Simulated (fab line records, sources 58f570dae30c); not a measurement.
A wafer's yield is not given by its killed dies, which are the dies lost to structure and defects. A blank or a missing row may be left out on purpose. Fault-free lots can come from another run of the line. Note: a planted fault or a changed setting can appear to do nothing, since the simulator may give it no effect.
One fault seen from 2 desks + flow berkeley_cmos170 + every desk sees just its own numbers, and what lay behind them comes last

## METROLOGY DESK
Means of the sampled wafers that have a number, per lot and without regard to the tool the lot ran on: this is what the gauges read. A lot is out of limits, marked OUT, if its mean lies more than 4 standard deviations from the usual mean; the brackets give that distance.
Columns: A = PWELL_OVL at UCB170_PWELL_OVL_MEAS_13, usual -2 nm; B = PSD_TW at UCB170_PSD_TW_MEAS_10, usual 2339; C = PSD_RS at UCB170_SDANNEAL_RS_MEAS_02, usual 75.5 ohm/sq; D = SILICIDE_TI_RS at UCB170_SILICIDE_RS_MEAS_02, usual 26.1 ohm/sq; E = V2_OVL at UCB170_V2_OVL_MEAS_13, usual 0 nm
| lot  | first seen here | A   | B              | C              | D    | E  |
|------|-----------------|-----|----------------|----------------|------|----|
| L405 | day 3 05:17     | 3   | 2357           | 75.3           | 26.4 | -2 |
| L404 | day 3 05:29     | -3  | 2360           | 75.3           | 25.6 | 1  |
| L407 | day 3 10:14     | -14 | 2301           | 75.9           | 26.6 | -4 |
| L408 | day 3 20:49     | -3  | 2346           | 75.7           | 25.7 | 0  |
| L409 | day 4 01:55     | -2  | 2324           | 75.0           | 26.3 | -1 |
| L411 | day 4 10:35     | 6   | 2320           | 75.4           | 26.4 | -8 |
| L412 | day 4 22:28     | -9  | 2360           | 75.6           | 26.1 | 6  |
| L413 | day 4 22:45     | 5   | 2324           | 75.3           | 25.8 | -3 |
| L414 | day 5 06:54     | -6  | 2345           | 76.1           | 25.7 | 1  |
| L419 | day 6 07:42     | 5   | 2344           | 75.3           | 25.9 | 1  |
| L422 | day 6 17:40     | 7   | 2686 (+22) OUT | 56.9 (-58) OUT | 26.3 | -3 |
| L424 | day 7 05:50     | 2   | 2690 (+22) OUT | 57.0 (-58) OUT | 25.7 | 6  |
| L427 | day 7 19:10     | -4  | 2349           | 75.9           | 25.8 | 3  |
| L426 | day 7 19:21     | -4  | 2324           | 75.4           | 26.5 | -2 |
This desk's finding: out of limits on L422, L424; first on L422, day 10 14:10 (PSD_TW at UCB170_PSD_TW_MEAS_10). L405, L404, L407, L408, L409, L411, L412, L413, L414, L419, L427, L426: within limits.

## TOOL OWNER'S DESK, implanter-03
The tool's own readings at UCB170_PSD_IMPLANT_08, given as means over the sampled wafers that have a number, one for each lot that went through this tool. A lot is out of limits, marked OUT, if its mean lies more than 4 standard deviations from the usual mean; the brackets give that distance.
Columns: A = beam_on_s at UCB170_PSD_IMPLANT_08, usual 9.98 s; B = dose_ions_cm2 at UCB170_PSD_IMPLANT_08, usual 3.0006e+15; C = end_station_pressure_torr at UCB170_PSD_IMPLANT_08, usual 1.25e-05 Torr; D = faraday_current_uA at UCB170_PSD_IMPLANT_08, usual 9270
| lot  | first seen here | A                | B                            | C                   | D               |
|------|-----------------|------------------|------------------------------|---------------------|-----------------|
| L407 | day 7 05:08     | 9.89             | 2.9992e+15                   | 1.27e-05            | 9353            |
| L408 | day 7 12:55     | 10.02            | 2.9978e+15                   | 1.22e-05            | 9220            |
| L413 | day 8 13:41     | 10.10            | 3.0020e+15                   | 1.27e-05            | 9159            |
| L414 | day 9 01:51     | 10.03            | 3.0013e+15                   | 1.24e-05            | 9210            |
| L422 | day 10 13:55    | 10.86 (+4.4) OUT | 4.8290e+15 (+99 or more) OUT | 1.61e-05 (+6.1) OUT | 13588 (+23) OUT |
| L424 | day 11 01:44    | 10.79 (+4.1) OUT | 4.8353e+15 (+99 or more) OUT | 1.61e-05 (+6.0) OUT | 13656 (+23) OUT |
This desk finds L422, L424 out of limits, L422 being first, at day 10 13:55 (beam_on_s at UCB170_PSD_IMPLANT_08). L407, L408, L413, L414: within limits.

## PUT TOGETHER
An alarm could have come from the tool owner's desk at day 10 13:55, on L422, L424.
Metrology desk: alarm possible at day 10 14:10 on L422, L424.
Of the lots named, all ran UCB170_PSD_IMPLANT_08 on implanter-03.

## WHAT HAD BEEN PUT IN BY THE SIMULATOR
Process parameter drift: implanter-03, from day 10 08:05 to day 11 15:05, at UCB170_PSD_IMPLANT_08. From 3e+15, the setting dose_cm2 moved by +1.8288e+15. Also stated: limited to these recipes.
Lots struck among those shown: L422, L424.
Delay (hours) between the fault's onset and each desk's first out-of-limits reading: 6 at the tool owner's desk, 6 at the metrology desk.
